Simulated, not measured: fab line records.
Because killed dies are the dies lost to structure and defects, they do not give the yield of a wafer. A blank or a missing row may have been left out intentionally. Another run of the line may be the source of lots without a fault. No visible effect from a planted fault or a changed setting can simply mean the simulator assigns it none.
Split-lot study + flow rit cmos + route with 202 steps; 5 lots, 23 wafers read

== ON THE SPLIT ==
At RIT_M1_COAT_04 (resist thk 1300 nm), the setting spin rpm was moved away from the recipe's 2000 rpm on 5 of the 23 wafers read, by -4.1% to -3.5%. All remaining wafers had this setting at the recipe value.

== FROM THE SPLIT TO THE READING: what the file shows between them, 4 steps ==
- RIT_M1_EXPOSE_06: exposes mask M12, target cd 2600 nm (also split here: dose mj)
- RIT_M1_PEB_07
- RIT_M1_DEVELOP_08: develop time 69.88 s
- RIT_M1_CD_MEAS_09: target cd 2600 nm

== THE READING ==
NOVOLAK_of_M1_COAT_04.thk nm (the simulator's own value, which no gauge read), in nm, at RIT_M1_HARDBAKE_11 (time 120 s). The file gives no usual value for it. Across the 18 wafers here that went through the recipe, the average is 1140 nm and the standard deviation 2.7 nm.

| wafer  | tool, chamber at the split | spin rpm as run, rpm | against the recipe | NOVOLAK_of_M1_COAT_04.thk nm, nm | against lot-mates on the recipe |
|--------|----------------------------|----------------------|--------------------|----------------------------------|---------------------------------|
| L075.2 | litho track-02, 0          | 2000                 | recipe             | 1138                             | -                               |
| L075.3 | litho track-02, 0          | 2000                 | recipe             | 1139                             | -                               |
| L075.5 | litho track-02, 0          | 2000                 | recipe             | 1139                             | -                               |
| L075.4 | litho track-02, 0          | 2000                 | recipe             | 1140                             | -                               |
| L075.6 | litho track-02, 0          | 2000                 | recipe             | 1137                             | -                               |
| L079.1 | litho track-01, 0          | 1917                 | -4.1%              | 1165                             | +22                             |
| L079.2 | litho track-01, 0          | 1917                 | -4.1%              | 1171                             | +28                             |
| L079.4 | litho track-01, 0          | 1917                 | -4.1%              | 1171                             | +28                             |
| L079.3 | litho track-01, 0          | 2000                 | recipe             | 1145                             | -                               |
| L079.5 | litho track-01, 0          | 2000                 | recipe             | 1141                             | -                               |
| L081.2 | litho track-01, 0          | 2000                 | recipe             | 1137                             | -                               |
| L081.4 | litho track-01, 0          | 2000                 | recipe             | 1140                             | -                               |
| L081.5 | litho track-01, 0          | 2000                 | recipe             | 1140                             | -                               |
| L084.1 | litho track-01, 0          | 2000                 | recipe             | 1146                             | -                               |
| L084.2 | litho track-01, 0          | 2000                 | recipe             | 1143                             | -                               |
| L084.3 | litho track-01, 0          | 2000                 | recipe             | 1139                             | -                               |
| L084.5 | litho track-01, 0          | 2000                 | recipe             | 1143                             | -                               |
| L084.6 | litho track-01, 0          | 2000                 | recipe             | 1142                             | -                               |
| L085.1 | litho track-04, 0          | 1930                 | -3.5%              | 1161                             | +24                             |
| L085.2 | litho track-04, 0          | 2000                 | recipe             | 1138                             | -                               |
| L085.6 | litho track-04, 0          | 2000                 | recipe             | 1138                             | -                               |
| L085.3 | litho track-04, 0          | 2000                 | recipe             | 1136                             | -                               |
| L085.4 | litho track-04, 0          | 1930                 | -3.5%              | 1159                             | +22                             |

THE FIT
A straight line over all 23 wafers: NOVOLAK_of_M1_COAT_04.thk nm changes by -6.58 nm for each +1% of spin rpm; r = -0.97; the points scatter about the line by 3 nm.
The same after taking each lot's own level away (the mean of its wafers on the recipe; 23 wafers): -6.33 nm for each +1%; r = -0.98; scatter 1.9 nm.
According to that fit, moving spin rpm by its largest amount changes the reading by 26 nm.
The lots' own levels span 1137.3 to 1143.0 nm, that is 2.1 times the standard deviation above.
Consequently the slope shifts little with the lot-to-lot level, the two slopes agreeing.
Check: for one of the wafers moved furthest among these (-4.1%), held out of the fit, the line's prediction against its lot-mates is +27.5 nm. Against them it came out at +22 nm.

== THE OTHER SPLITS THESE WAFERS WENT THROUGH ==
Before the reading, these wafers also passed through other splits. Each is held against what the fit with the lots' levels taken away leaves over:
| other split on the same wafers  | wafers away from the commonest value | r with NOVOLAK_of_M1_COAT_04.thk nm (lot level and that fit taken away) |
|---------------------------------|--------------------------------------|-------------------------------------------------------------------------|
| RIT_REOX_OXIDATION_03 temp c    | 15                                   | +0.02                                                                   |
| RIT_PLDD_STRIP_09 o2 flow sccm  | 5                                    | -0.10                                                                   |
| RIT_SPACER_CVD_03 temp c        | 15                                   | -0.02                                                                   |
| RIT_PSD_COAT_01 spin rpm        | 7                                    | +0.18                                                                   |
| RIT_SILICIDE_WET_ETCH_00 time s | 18                                   | -0.05                                                                   |
| RIT_CONTACT_CVD_00 time s       | 4                                    | -0.21                                                                   |
| RIT_M1_EXPOSE_06 dose mj        | 5                                    | -0.11                                                                   |

== THE WHOLE CHAIN: every reading that the file lists as answering this split, in the file's order ==
| step               | what it does       | reading                                                                       | change (the file's fit)              | r (the file's) |
|--------------------|--------------------|-------------------------------------------------------------------------------|--------------------------------------|----------------|
| RIT_M1_COAT_04     | resist thk 1300 nm | NOVOLAK_of_M1_COAT_04.thk nm (the simulator's own value, which no gauge read) | -7.14 nm for each +1% of the setting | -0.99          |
| RIT_M1_HARDBAKE_11 | time 120 s         | NOVOLAK_of_M1_COAT_04.thk nm (the simulator's own value, which no gauge read) | -6.32 nm for each +1% of the setting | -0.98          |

== FILE'S OWN FIT ==
NOVOLAK_of_M1_COAT_04.thk nm changes by -6.32 nm for each +1% of spin rpm, r = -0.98.
